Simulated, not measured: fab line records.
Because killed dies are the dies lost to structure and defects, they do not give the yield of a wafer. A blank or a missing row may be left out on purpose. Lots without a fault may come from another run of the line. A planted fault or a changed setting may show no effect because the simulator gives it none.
Which tool was responsible? :: flow berkeleyCmos170 :: 21 wafers from 7 lots sampled at 2 of the route's 331 steps

== WHAT THE GAUGES SHOWED, per wafer ==
UCB170_NLDD_CD_MEAS_06: target cd 1200 nm.
lot: L295
measured: day 7 10:58
on: cdSem-01
cdNm (nm): 1198.9 1199.3 1197.2

lot: L307
measured: day 10 03:34
on: cdSem-02
cdNm (nm): 1199.4 1199.7 1198.6

lot: L309
measured: day 10 10:32
on: cdSem-02
cdNm (nm): 1198.7 1198.5 1199.9

lot: L310
measured: day 10 16:55
on: cdSem-01
cdNm (nm): 1197.7 1199.4 1199.9

lot: L313
measured: day 11 00:49
on: cdSem-02
cdNm (nm): 1200.4 1201.1 1201.1

lot: L315
measured: day 11 15:20
on: cdSem-01
cdNm (nm): 1202.2 1202.8 1201.9

lot: L317
measured: day 11 22:59
on: cdSem-01
cdNm (nm): 1199.9 1201.9 1200.3

== EACH LOT AND THE TOOL THAT RAN IT (in order: tool; ch and the chambers of the sampled wafers; start) ==
lot: L295
UCB170_GATE_ETCH_14: rieDiel-02 ch 0,2,3, day 7 07:02

lot: L307
UCB170_GATE_ETCH_14: rieDiel-01 ch 0,3, day 9 23:39

lot: L309
UCB170_GATE_ETCH_14: rieDiel-02 ch 0,3, day 10 06:19

lot: L310
UCB170_GATE_ETCH_14: rieDiel-01 ch 0,1, day 10 13:18

lot: L313
UCB170_GATE_ETCH_14: rieDiel-04 ch 0,2,3, day 10 21:25

lot: L315
UCB170_GATE_ETCH_14: rieDiel-01 ch 0,2,3, day 11 11:33

lot: L317
UCB170_GATE_ETCH_14: rieDiel-01 ch 0,1, day 11 18:39
- UCB170_GATE_ETCH_14: etches BARC in N2/H2.

== THE ANSWER, worked out from the rows above alone ==
Rule: usual is defined by the lots themselves. The widest of any qualifying gaps counts: lots, ordered by their means at a reading, are off when they make up no more than a third of the lots, leave a main group of 4 or more, and stand apart from it by 3 or more times the standard deviation of that group's means. A main group is skipped when, at the precision printed for the reading in the tables above, its means are all equal. Also off: a lot with no number at a reading for which 4 or more lots have one. The other lots that the step has rows for count as sound.
Nothing can be told from this: no lot is off at any reading shown.

== WHAT WAS PUT IN BY THE SIMULATOR ==
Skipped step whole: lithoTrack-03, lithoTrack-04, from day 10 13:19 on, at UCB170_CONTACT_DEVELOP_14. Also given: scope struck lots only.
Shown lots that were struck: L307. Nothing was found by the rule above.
